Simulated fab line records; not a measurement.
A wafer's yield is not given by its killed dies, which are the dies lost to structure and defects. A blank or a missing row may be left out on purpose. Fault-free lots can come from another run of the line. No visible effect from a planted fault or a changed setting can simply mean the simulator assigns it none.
Struck lot and sound lot, side by side | flow rit-cmos | 14 steps out of a route of 202
Sound: wafers L220.3, L220.4, L220.5. The struck wafers were L219.2, L219.4, L219.5. The cause is named last.
Per side, at each step with rows, come the tool, then ch with its chambers, and then its first start. Under that, the readings that differ: sound wafers | struck wafers | difference of the means | sigmas: that difference in standard deviations of wafers without a fault.
alike: same words and numbers on both sides, and readings whose means sit less than 2 such deviations apart. not compared: any withheld reading, any reading some wafer has no value for, any bound like >300 that may hide the same value, and any number with overlapping values for which the record gives no deviation.
The two part at a step that has a row with sigmas, a row that says differs or no value, or rows on one side only. Numbers that have no deviation but don't overlap get no sigmas and don't part them. Lack of a reading on every wafer of one side parts them only where that side has two or more wafers.

RIT_CONTACT_STRIP_12: strips in O2, time 180 s.
  sound on plasma-asher-03 ch 0,1, day 6 23:28; struck on plasma-asher-04 ch 0,1, day 6 16:14
  alike: drypump-motor-current-A
  not compared: rf-hours-counter-h
RIT_CONTACT_CD_MEAS_90: target cd 1000 nm.
  sound on cd-sem-01, day 6 23:37; struck on cd-sem-02, day 6 16:25
  alike: cd-nm
then, 2 steps without rows for these wafers: RIT_CONTACT_CLEAN_13 (cleans in SC1, time 600 s); RIT_CONTACT_CLEAN_14 (cleans in SC2, time 600 s).
RIT_M1_SPUTTER_00: material Al, target thk 400 nm, time 500 s.
  sound on pvd-sputter-02, day 7 00:03; struck on pvd-sputter-03, day 6 16:53
  alike: throttle-valve-pct
RIT_M1_RS_MEAS_01: a four-point-probe measurement.
  sound on film-metro-03, day 7 00:23; struck on film-metro-02, day 6 17:12
  alike: M1_AL_RS
RIT_M1_THK_MEAS_02: measures by xrf.
  sound on film-metro-03, day 7 00:29; struck on film-metro-02, day 6 17:19
  alike: M1_AL_THK
then, 5 steps without rows for these wafers: RIT_M1_HMDS_03 (prime time 60 s); RIT_M1_COAT_04 (resist thk 1300 nm); RIT_M1_SOFTBAKE_05 (time 60 s); RIT_M1_EXPOSE_06 (exposes mask M12, target cd 2600 nm); RIT_M1_PEB_07.
RIT_M1_DEVELOP_08: develop time 68 s.
  sound on litho-track-04 ch 0, day 7 01:00; struck on litho-track-02, day 6 18:00
  no value came back on the struck wafers for chill-plate-temp-C (C), develop-time-s (s), developer-temp-C (C); on the sound wafers chill-plate-temp-C (C) reads 22.97 22.82 23.05
RIT_M1_CD_MEAS_09: target cd 2600 nm.
  sound on cd-sem-02, day 7 01:28; struck on cd-sem-02, day 6 18:16
  reading    | sound                | struck | difference                    | sigmas
  cd-nm (nm) | 2600.1 2597.8 2597.4 | - - -  | no value on the struck wafers |

## WHERE THEY PART
First at RIT_M1_DEVELOP_08; last, within this record, at RIT_M1_CD_MEAS_09.

WHY: whatever the simulator had introduced
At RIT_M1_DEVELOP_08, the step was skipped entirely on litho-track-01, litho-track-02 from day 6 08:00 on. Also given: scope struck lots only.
